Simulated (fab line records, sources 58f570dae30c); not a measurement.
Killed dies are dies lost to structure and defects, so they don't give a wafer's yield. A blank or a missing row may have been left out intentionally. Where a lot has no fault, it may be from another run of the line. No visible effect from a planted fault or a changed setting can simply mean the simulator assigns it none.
Chamber matching | flow berkeley_cmos170 | UCB170_GATE_ETCH_15 on rie_si-01: 3 sister chambers
The step etches poly-Si in HBr/Cl2, stops on SiO2, time 56.3 s, target depth 278.2 nm. 14 wafers are shown with their chamber, then 5 later ones without.

## WAFERS PAIRED WITH THEIR CHAMBERS
wafer  | chamber | throttle_valve_pct (%) | drypump_motor_current_A (A) | oes_product_au (a.u.)
L314.2 | 0       | 26.28                  | 5.95                        | 0.810
L314.3 | 2       | 26.30                  | 5.62                        | 0.818
L314.5 | 0       | 26.26                  | 5.97                        | 0.822
L315.1 | 2       | 26.28                  | 5.65                        | 0.814
L315.5 | 3       | 26.52                  | 5.95                        | 0.834
L315.6 | 0       | 26.28                  | 5.98                        | 0.811
L319.4 | 2       | 26.29                  | 5.65                        | 0.821
L319.5 | 2       | 26.28                  | 5.69                        | 0.828
L319.6 | 3       | 26.51                  | 5.96                        | 0.824
L327.1 | 2       | 26.27                  | 5.65                        | 0.804
L327.2 | 3       | 26.53                  | 5.94                        | 0.826
L327.6 | 3       | 26.53                  | 5.95                        | 0.820
L331.3 | 2       | 26.27                  | 5.65                        | 0.829
L331.5 | 2       | 26.28                  | 5.68                        | 0.831

SIGNATURES, as means of the wafers listed above
reading                 | chamber 0 | chamber 2 | chamber 3 | scatter within a chamber
throttle_valve_pct      | 26.2733   | 26.2814   | 26.5225   | 0.0106
drypump_motor_current_A | 5.9667    | 5.6557    | 5.9500    | 0.0187
oes_product_au          | 0.81433   | 0.82071   | 0.82600   | 0.00827
Rule: a wafer lies at a distance from a chamber equal to the root of the sum of squares, over the readings, of (its reading less the chamber's mean, divided by the reading's scatter). If the next closest chamber is less than 2 further off than the closest, the wafer can't be placed; otherwise it belongs to the closest. The scatter is the square root of a quotient: the sum, over the shown wafers, of each reading's squared deviation from its chamber's mean, divided by wafers minus chambers.

## WAFERS MISSING THEIR CHAMBER
wafer  | throttle_valve_pct (%) | drypump_motor_current_A (A) | oes_product_au (a.u.)
L331.6 | 26.53                  | 5.95                        | 0.843
L334.1 | 26.27                  | 6.00                        | 0.820
L334.3 | 26.51                  | 5.95                        | 0.832
L335.2 | 26.52                  | 5.93                        | 0.828
L335.5 | 26.29                  | 5.66                        | 0.831

## CHAMBER TAKEN BY EACH
wafer  | from the rows above | in truth
L331.6 | 3                   | 3
L334.1 | 0                   | 0
L334.3 | 3                   | 3
L335.2 | 3                   | 3
L335.5 | 2                   | 2
Placed correctly: 5 of 5. Left unplaced by these rows: 0. Placed wrongly: 0.
